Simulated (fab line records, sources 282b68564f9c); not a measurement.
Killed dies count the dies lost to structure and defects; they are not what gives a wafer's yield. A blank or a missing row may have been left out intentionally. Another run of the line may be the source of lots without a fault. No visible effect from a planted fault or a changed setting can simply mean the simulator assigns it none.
The tool behind it: which one? :: flow rit-cmos :: 42 wafers from 14 lots sampled at 5 of the route's 202 steps

WHAT THE GAUGES SHOWED, per wafer
RIT_FOX2_THK_MEAS_01.
lot: L685
measured: day 1 22:32
on: film-metro-04
FOX2_OXIDE_THK (nm): 357 360 358

lot: L686
measured: day 2 02:30
on: film-metro-04
FOX2_OXIDE_THK (nm): 343 343 349

lot: L687
measured: day 2 06:44
on: film-metro-04
FOX2_OXIDE_THK (nm): 357 362 361

lot: L689
measured: day 2 16:44
on: film-metro-01
FOX2_OXIDE_THK (nm): 351 356 352

lot: L690
measured: day 2 20:50
on: film-metro-04
FOX2_OXIDE_THK (nm): 343 352 353

lot: L693
measured: day 3 13:35
on: film-metro-01
FOX2_OXIDE_THK (nm): 354 353 355

lot: L694
measured: day 3 19:56
on: film-metro-01
FOX2_OXIDE_THK (nm): 359 354 356

lot: L695
measured: day 3 23:01
on: film-metro-01
FOX2_OXIDE_THK (nm): 352 355 353

lot: L701
measured: day 5 04:25
on: film-metro-01
FOX2_OXIDE_THK (nm): 342 338 347

lot: L704
measured: day 5 18:01
on: film-metro-04
FOX2_OXIDE_THK (nm): 353 349 354

lot: L705
measured: day 5 22:35
on: film-metro-03
FOX2_OXIDE_THK (nm): 347 352 350

lot: L706
measured: day 6 04:53
on: film-metro-03
FOX2_OXIDE_THK (nm): 352 355 351

lot: L707
measured: day 6 09:57
on: film-metro-03
FOX2_OXIDE_THK (nm): 356 356 352

lot: L708
measured: day 6 15:13
on: film-metro-01
FOX2_OXIDE_THK (nm): 353 356 356

RIT_FOX2_THK_MEAS_90.
lot: L685
measured: day 1 23:25
on: film-metro-04
FIELD_OXIDE_LEFT_1_THK (nm): 330 332 330

lot: L686
measured: day 2 03:23
on: film-metro-03
FIELD_OXIDE_LEFT_1_THK (nm): 316 315 322

lot: L687
measured: day 2 07:41
on: film-metro-04
FIELD_OXIDE_LEFT_1_THK (nm): 329 335 334

lot: L689
measured: day 2 17:37
on: film-metro-03
FIELD_OXIDE_LEFT_1_THK (nm): 324 329 325

lot: L690
measured: day 2 21:43
on: film-metro-04
FIELD_OXIDE_LEFT_1_THK (nm): 315 324 325

lot: L693
measured: day 3 14:28
on: film-metro-03
FIELD_OXIDE_LEFT_1_THK (nm): 326 326 328

lot: L694
measured: day 3 20:49
on: film-metro-01
FIELD_OXIDE_LEFT_1_THK (nm): 331 326 329

lot: L695
measured: day 3 23:53
on: film-metro-04
FIELD_OXIDE_LEFT_1_THK (nm): 325 328 326

lot: L701
measured: day 5 05:18
on: film-metro-04
FIELD_OXIDE_LEFT_1_THK (nm): 315 311 319

lot: L704
measured: day 5 18:53
on: film-metro-01
FIELD_OXIDE_LEFT_1_THK (nm): 325 322 326

lot: L705
measured: day 5 23:28
on: film-metro-04
FIELD_OXIDE_LEFT_1_THK (nm): 320 325 324

lot: L706
measured: day 6 05:55
on: film-metro-04
FIELD_OXIDE_LEFT_1_THK (nm): 325 328 323

lot: L707
measured: day 6 10:50
on: film-metro-01
FIELD_OXIDE_LEFT_1_THK (nm): 328 328 325

lot: L708
measured: day 6 16:14
on: film-metro-04
FIELD_OXIDE_LEFT_1_THK (nm): 325 328 328

RIT_PRETRO_OVL_MEAS_06.
lot: L685
measured: day 2 10:36
on: overlay-01
PRETRO_OVL (nm): 1.8 1.0 2.1

lot: L686
measured: day 2 15:46
on: overlay-01
PRETRO_OVL (nm): 0.2 1.4 0.6

lot: L687
measured: day 2 19:53
on: overlay-01
PRETRO_OVL (nm): 2.3 1.6 1.0

lot: L689
measured: day 3 05:59
on: overlay-02
PRETRO_OVL (nm): -1.3 0.8 1.4

lot: L690
measured: day 3 09:18
on: overlay-01
PRETRO_OVL (nm): 3.3 0.0 2.3

lot: L693
measured: day 4 02:25
on: overlay-01
PRETRO_OVL (nm): 2.9 0.6 0.7

lot: L694
measured: day 4 08:11
on: overlay-01
PRETRO_OVL (nm): 0.0 -1.1 1.2

lot: L695
measured: day 4 11:26
on: overlay-01
PRETRO_OVL (nm): 0.7 1.7 1.7

lot: L701
measured: day 5 16:55
on: overlay-01
PRETRO_OVL (nm): 2.7 3.6 2.5

lot: L704
measured: day 6 07:23
on: overlay-02
PRETRO_OVL (nm): 0.7 0.6 1.5

lot: L705
measured: day 6 10:37
on: overlay-01
PRETRO_OVL (nm): 0.9 1.5 2.1

lot: L706
measured: day 6 17:04
on: overlay-01
PRETRO_OVL (nm): 0.7 0.3 1.3

lot: L707
measured: day 6 22:46
on: overlay-02
PRETRO_OVL (nm): 0.8 2.0 2.2

lot: L708
measured: day 7 03:53
on: overlay-02
PRETRO_OVL (nm): 0.8 1.0 1.4

RIT_GATE_THK_MEAS_09.
lot: L685
measured: day 2 17:34
on: film-metro-01
GATE_POLY_THK (nm): 250.7 250.0 249.9

lot: L686
measured: day 2 19:59
on: film-metro-01
GATE_POLY_THK (nm): 252.0 252.2 251.1

lot: L687
measured: day 3 01:47
on: film-metro-03
GATE_POLY_THK (nm): 253.0 252.4 252.6

lot: L689
measured: day 3 10:59
on: film-metro-04
GATE_POLY_THK (nm): 250.7 250.2 250.5

lot: L690
measured: day 3 18:01
on: film-metro-01
GATE_POLY_THK (nm): 249.1 250.9 250.9

lot: L693
measured: day 4 10:16
on: film-metro-04
GATE_POLY_THK (nm): 250.3 252.6 248.6

lot: L694
measured: day 4 15:34
on: film-metro-04
GATE_POLY_THK (nm): 247.6 246.4 245.9

lot: L695
measured: day 4 18:38
on: film-metro-04
GATE_POLY_THK (nm): 249.1 248.0 251.1

lot: L701
measured: day 5 21:05
on: film-metro-04
GATE_POLY_THK (nm): 248.6 248.6 249.8

lot: L704
measured: day 6 11:36
on: film-metro-01
GATE_POLY_THK (nm): 122.4 119.7 123.0

lot: L705
measured: day 6 16:32
on: film-metro-01
GATE_POLY_THK (nm): 121.1 125.0 122.2

lot: L706
measured: day 6 21:34
on: film-metro-01
GATE_POLY_THK (nm): 248.8 249.7 249.8

lot: L707
measured: day 7 05:31
on: film-metro-04
GATE_POLY_THK (nm): 253.3 253.0 253.6

lot: L708
measured: day 7 08:15
on: film-metro-01
GATE_POLY_THK (nm): 253.7 252.6 253.2

WHAT TOOL EACH LOT RAN ON (gives the tool, then ch and the chambers of the sampled wafers, and finally the start)
lot: L685
RIT_GATE_CVD_08: lpcvd-01 ch 0, day 2 15:56

lot: L686
RIT_GATE_CVD_08: lpcvd-02 ch 0, day 2 18:22

lot: L687
RIT_GATE_CVD_08: lpcvd-02 ch 0, day 3 00:10

lot: L689
RIT_GATE_CVD_08: lpcvd-02 ch 1, day 3 09:22

lot: L690
RIT_GATE_CVD_08: lpcvd-02 ch 0, day 3 16:23

lot: L693
RIT_GATE_CVD_08: lpcvd-02 ch 0, day 4 08:40

lot: L694
RIT_GATE_CVD_08: lpcvd-02 ch 1, day 4 13:58

lot: L695
RIT_GATE_CVD_08: lpcvd-02 ch 0, day 4 16:59

lot: L701
RIT_GATE_CVD_08: lpcvd-01 ch 0, day 5 19:28

lot: L704
RIT_GATE_CVD_08: lpcvd-02 ch 0, day 6 09:58

lot: L705
RIT_GATE_CVD_08: lpcvd-02 ch 0, day 6 14:55

lot: L706
RIT_GATE_CVD_08: lpcvd-01 ch 1, day 6 19:56

lot: L707
RIT_GATE_CVD_08: lpcvd-01 ch 1, day 7 03:53

lot: L708
RIT_GATE_CVD_08: lpcvd-01 ch 1, day 7 06:38
- RIT_GATE_CVD_08: deposits poly-Si from SiH4, target thk 250 nm, time 2220 s.

AS READ BY THE TOOLS THEMSELVES (means over the sampled wafers that have a number; for cases with no such wafer, the mark the record gives instead)
RIT_GATE_CVD_08.
lot: L685
tool: lpcvd-01
sih4-flow-sccm (sccm): 99.78

lot: L686
tool: lpcvd-02
sih4-flow-sccm (sccm): 99.99

lot: L687
tool: lpcvd-02
sih4-flow-sccm (sccm): 100.16

lot: L689
tool: lpcvd-02
sih4-flow-sccm (sccm): 100.31

lot: L690
tool: lpcvd-02
sih4-flow-sccm (sccm): 99.57

lot: L693
tool: lpcvd-02
sih4-flow-sccm (sccm): 100.00

lot: L694
tool: lpcvd-02
sih4-flow-sccm (sccm): 100.00

lot: L695
tool: lpcvd-02
sih4-flow-sccm (sccm): 100.06

lot: L701
tool: lpcvd-01
sih4-flow-sccm (sccm): 100.47

lot: L704
tool: lpcvd-02
sih4-flow-sccm (sccm): 50.16

lot: L705
tool: lpcvd-02
sih4-flow-sccm (sccm): 50.34

lot: L706
tool: lpcvd-01
sih4-flow-sccm (sccm): 100.10

lot: L707
tool: lpcvd-01
sih4-flow-sccm (sccm): 99.95

lot: L708
tool: lpcvd-01
sih4-flow-sccm (sccm): 99.90

THE ANSWER, worked out from the rows above alone
Rule: the usual values come from the lots themselves. The widest of any qualifying gaps counts: lots, ordered by their means at a reading, are off when they make up no more than a third of the lots, leave a main group of 4 or more, and stand apart from it by 3 or more times the standard deviation of that group's means. A main group is skipped when, at the precision printed for the reading in the tables above, its means are all equal. A lot without any number at a reading at which 4 lots or more have one is off too. Any other lot the step has rows for is counted as sound. First the gauges in route order, then the tools' own readings, where a lot's mean is used as printed above. The first step at which some lot is off is used, and at that step the reading that is off furthest; a lot without a number counts as furthest.
Off: at RIT_GATE_THK_MEAS_09 (GATE_POLY_THK), L704, L705. Mean 250.6 nm and standard deviation 1.8 in the main group.
If a tool, at a process step before that reading, ran all the lots that are off and no sound lot after the first of them, it fits. Not tried: the gauges at RIT_GATE_THK_MEAS_09; whatever is off there is also off at RIT_GATE_CVD_08, on other tools, and gauge error can't account for it. One fits: RIT_GATE_CVD_08 on lpcvd-02. A fault onset in the window from L695 (day 4 16:59, its last sound lot) to L704 (day 6 09:58, its first lot off) fits.
The tool's own readings at RIT_GATE_CVD_08 bear it out: on the lots that are off they differ by more than 5 times the standard deviation of the sound lots' means. sih4-flow-sccm reads 50.25 sccm there against 100.02 sccm on the sound lots.

WHAT THE SIMULATOR HAD INSERTED
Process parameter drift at RIT_GATE_CVD_08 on lpcvd-02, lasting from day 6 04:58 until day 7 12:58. Setting sih4-flow-sccm, moved by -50, from 100.
Lots struck among those shown: L704, L705. This agrees with what the rule above found.
